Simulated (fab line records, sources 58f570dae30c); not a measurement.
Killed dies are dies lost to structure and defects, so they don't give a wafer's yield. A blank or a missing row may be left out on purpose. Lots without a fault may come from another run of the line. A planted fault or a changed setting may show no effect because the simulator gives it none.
Split-lot experiment | flow berkeley_cmos170 | 5 lots, 23 wafers read, on a route of 331 steps

THE SPLIT
At UCB170_M2_EXPOSE_12 (exposes mask METAL2, target cd 700 nm), the setting dose_mj was moved away from the recipe's 26 on 8 of the 23 wafers read, by -4.1% to +7.3%. The other wafers ran this setting at the recipe's value.

FROM THE SPLIT TO THE READING: what the file shows between them, 2 steps
- UCB170_M2_PEB_13
- UCB170_M2_DEVELOP_14: develop time 45 s

THE READING
cd_nm, in nm, at UCB170_M2_CD_MEAS_15 (target cd 700 nm). Fault-free wafers of this fab line usually give 700.5 nm, standard deviation 1.3 nm.

wafer  | tool, chamber at the split | dose_mj as run | against the recipe | cd_nm, nm | against lot-mates on the recipe
L077.1 | krf_scanner-01, 0          | 26             | recipe             | 702.7     | -
L077.3 | krf_scanner-01, 0          | 26             | recipe             | 703.0     | -
L077.6 | krf_scanner-01, 0          | 26             | recipe             | 702.9     | -
L078.1 | krf_scanner-02, 0          | 26             | recipe             | 701.2     | -
L078.2 | krf_scanner-02, 0          | 24.93          | -4.1%              | 706.9     | +6.1
L078.3 | krf_scanner-02, 0          | 26             | recipe             | 700.3     | -
L078.5 | krf_scanner-02, 0          | 24.93          | -4.1%              | 708.4     | +7.6
L078.6 | krf_scanner-02, 0          | 24.93          | -4.1%              | 707.3     | +6.5
L079.1 | krf_scanner-02, 0          | 26             | recipe             | 700.7     | -
L079.2 | krf_scanner-02, 0          | 26             | recipe             | 699.0     | -
L079.3 | krf_scanner-02, 0          | 26             | recipe             | 702.1     | -
L079.4 | krf_scanner-02, 0          | 26             | recipe             | 700.7     | -
L079.6 | krf_scanner-02, 0          | 26             | recipe             | 701.3     | -
L081.1 | krf_scanner-02, 0          | 26             | recipe             | 701.6     | -
L081.3 | krf_scanner-02, 0          | 25.33          | -2.6%              | 706.5     | +5.1
L081.4 | krf_scanner-02, 0          | 26             | recipe             | 700.7     | -
L081.5 | krf_scanner-02, 0          | 26             | recipe             | 702.0     | -
L081.6 | krf_scanner-02, 0          | 25.33          | -2.6%              | 704.7     | +3.3
L083.1 | krf_scanner-02, 0          | 27.9           | +7.3%              | 688.2     | -13.2
L083.3 | krf_scanner-02, 0          | 27.9           | +7.3%              | 688.1     | -13.3
L083.4 | krf_scanner-02, 0          | 26             | recipe             | 702.7     | -
L083.5 | krf_scanner-02, 0          | 26             | recipe             | 700.1     | -
L083.6 | krf_scanner-02, 0          | 27.9           | +7.3%              | 688.9     | -12.5

THE FIT
A straight line over all 23 wafers: cd_nm changes by -1.7 nm for each +1% of dose_mj; r = -0.98; the points scatter about the line by 1.1 nm.
The same after taking each lot's own level away (the mean of its wafers on the recipe; 23 wafers): -1.74 nm for each +1%; r = -0.99; scatter 0.81 nm.
On that fit, the largest move of dose_mj shifts the reading by 13 nm.
The lots' own levels span 700.75 to 702.87 nm, that is 1.6 times the standard deviation above.
So the lot-to-lot level changes the slope little: the two slopes agree.
Check: with one of the wafers moved furthest among these (+7.3%) left out of the fit, the line predicts -12.7 nm for it against its lot-mates. It came out at -13.2 nm against them.

OTHER SPLITS ON THESE WAFERS
These wafers also went through other splits before the reading. Each is held against what the fit with the lots' levels taken away leaves over:
other split on the same wafers | wafers away from the commonest value | r with cd_nm (lot level and that fit taken away)
UCB170_M2_SPUTTER_01 time_s    | 6                                    | +0.24

THE WHOLE CHAIN: every reading that the file lists as answering this split, in the file's order
step                 | what it does         | reading                                                   | change (the file's fit)              | r (the file's)
UCB170_M2_CD_MEAS_15 | target cd 700 nm     | cd_nm                                                     | -1.74 nm for each +1% of the setting | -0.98
UCB170_M2_ETCH_17    | etches BARC in N2/H2 | M2.cd_nm (the simulator's own value, which no gauge read) | -1.78 nm for each +1% of the setting | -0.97

THE FILE'S OWN FIT
cd_nm changes by -1.74 nm for each +1% of dose_mj, r = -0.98.
